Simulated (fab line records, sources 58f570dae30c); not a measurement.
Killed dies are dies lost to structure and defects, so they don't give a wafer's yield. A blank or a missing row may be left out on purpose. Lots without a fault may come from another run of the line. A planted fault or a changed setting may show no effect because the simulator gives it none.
Tool commonality check | flow berkeley_cmos170 | 14 lots, 42 wafers sampled

WHY IT WAS OPENED
At UCB170_CONTACT_CD_MEAS_15 the reading cd_nm is flagged on 2 of 14 lots. Wafers without a fault read 699.2 nm, standard deviation 1.4.
Rule: a lot is flagged when every wafer of it that has a number lies more than 4 standard deviations from that mean, or none has a number. The other lots count as sound.

lot  | measured     | on        | cd_nm (nm), wafer by wafer | flag
L780 | day 7 03:47  | cd_sem-02 | 697.4 699.6 699.8          |
L779 | day 7 04:22  | cd_sem-02 | 696.9 699.0 697.7          |
L782 | day 7 13:27  | cd_sem-02 | 699.7 699.3 699.9          |
L781 | day 7 13:44  | cd_sem-02 | 702.9 700.1 702.3          |
L783 | day 8 07:42  | cd_sem-02 | 714.1 713.2 713.5          | FLAGGED
L784 | day 8 08:06  | cd_sem-02 | 712.4 712.3 712.6          | FLAGGED
L794 | day 10 12:31 | cd_sem-01 | 699.6 699.2 699.4          |
L796 | day 10 15:50 | cd_sem-02 | 699.3 699.7 697.5          |
L793 | day 10 20:32 | cd_sem-02 | 699.8 699.1 700.3          |
L797 | day 11 04:16 | cd_sem-02 | 701.9 700.6 701.3          |
L798 | day 11 13:10 | cd_sem-02 | 701.4 700.7 699.5          |
L801 | day 11 18:07 | cd_sem-02 | 699.6 700.2 700.1          |
L800 | day 12 00:05 | cd_sem-01 | 700.2 699.6 701.7          |
L802 | day 12 08:50 | cd_sem-01 | 700.1 699.9 699.8          |
The numbers of the flagged lots are 713.0 nm on average: +13.8 nm against the usual, or +10 standard deviations.

WHICH TOOL RAN EACH LOT
The record holds 2 process steps before the reading, out of a route of 331 steps. In each cell: the tool, then ch and the chambers that the sampled wafers went through, then the start.
lot  | flag    | UCB170_CONTACT_RTA_08            | UCB170_CONTACT_PEB_13
L780 |         | rtp_anneal-01 ch 0, day 7 02:47  | litho_track-02 ch 0, day 7 03:31
L779 |         | rtp_anneal-02 ch 0, day 7 03:14  | litho_track-02 ch 0, day 7 04:06
L782 |         | rtp_anneal-01 ch 0, day 7 12:27  | litho_track-02 ch 0, day 7 13:10
L781 |         | rtp_anneal-02 ch 0, day 7 12:28  | litho_track-01 ch 0, day 7 13:28
L783 | FLAGGED | rtp_anneal-01 ch 0, day 8 06:28  | litho_track-01 ch 0, day 8 07:26
L784 | FLAGGED | rtp_anneal-02 ch 0, day 8 06:28  | litho_track-01 ch 0, day 8 07:42
L794 |         | rtp_anneal-02 ch 0, day 10 11:15 | litho_track-04 ch 0, day 10 12:15
L796 |         | rtp_anneal-01 ch 0, day 10 14:28 | litho_track-04 ch 0, day 10 15:34
L793 |         | rtp_anneal-02 ch 0, day 10 19:17 | litho_track-02 ch 0, day 10 20:16
L797 |         | rtp_anneal-01 ch 0, day 11 03:17 | litho_track-04 ch 0, day 11 03:59
L798 |         | rtp_anneal-02 ch 0, day 11 12:08 | litho_track-01 ch 0, day 11 12:53
L801 |         | rtp_anneal-02 ch 0, day 11 17:05 | litho_track-01 ch 0, day 11 17:50
L800 |         | rtp_anneal-01 ch 0, day 11 22:47 | litho_track-01 ch 0, day 11 23:49
L802 |         | rtp_anneal-01 ch 0, day 12 07:19 | litho_track-02 ch 0, day 12 08:34
What these steps do:
- UCB170_CONTACT_RTA_08: time 10 s.
- UCB170_CONTACT_PEB_13
- UCB170_CONTACT_CD_MEAS_15: target cd 700 nm.

FLAGGED OVER TOTAL, TOOL BY TOOL (the gauges that took the reading come last)
step                      | tool           | lots run | flagged | share of the flagged lots | sound lots run after its first flagged lot
UCB170_CONTACT_RTA_08     | rtp_anneal-01  | 7        | 1       | some                      | 4 (L796,L797,L800,L802)
UCB170_CONTACT_RTA_08     | rtp_anneal-02  | 7        | 1       | some                      | 4 (L794,L793,L798,L801)
UCB170_CONTACT_PEB_13     | litho_track-01 | 6        | 2       | all                       | 3 (L798,L801,L800)
UCB170_CONTACT_PEB_13     | litho_track-02 | 5        | 0       | none                      | -
UCB170_CONTACT_PEB_13     | litho_track-04 | 3        | 0       | none                      | -
UCB170_CONTACT_CD_MEAS_15 | cd_sem-01      | 3        | 0       | none                      | -
UCB170_CONTACT_CD_MEAS_15 | cd_sem-02      | 11       | 2       | all                       | 5 (L796,L793,L797,L798,L801)

WHAT THE TABLE ALLOWS
2 rows of the table ran every flagged lot: litho_track-01 at UCB170_CONTACT_PEB_13, cd_sem-02 at UCB170_CONTACT_CD_MEAS_15.
- litho_track-01 at UCB170_CONTACT_PEB_13: 2 of its 6 lots flagged. Sound lots ran on it after the first flagged one (L798, L801, L800), which a lasting fault on the whole tool wouldn't allow. Its own readings lie more than 4 standard deviations out on every wafer of the flagged lots: heater_power_total_W, plate_temp_C.
- cd_sem-02 at UCB170_CONTACT_CD_MEAS_15: 2 of its 11 lots flagged. Sound lots ran on it after the first flagged one (L796, L793, L797, L798, L801), which a lasting fault on the whole tool wouldn't allow.
No row of the table ran every flagged lot and no sound lot after the first.

WHAT THE SIMULATOR HAD PUT IN
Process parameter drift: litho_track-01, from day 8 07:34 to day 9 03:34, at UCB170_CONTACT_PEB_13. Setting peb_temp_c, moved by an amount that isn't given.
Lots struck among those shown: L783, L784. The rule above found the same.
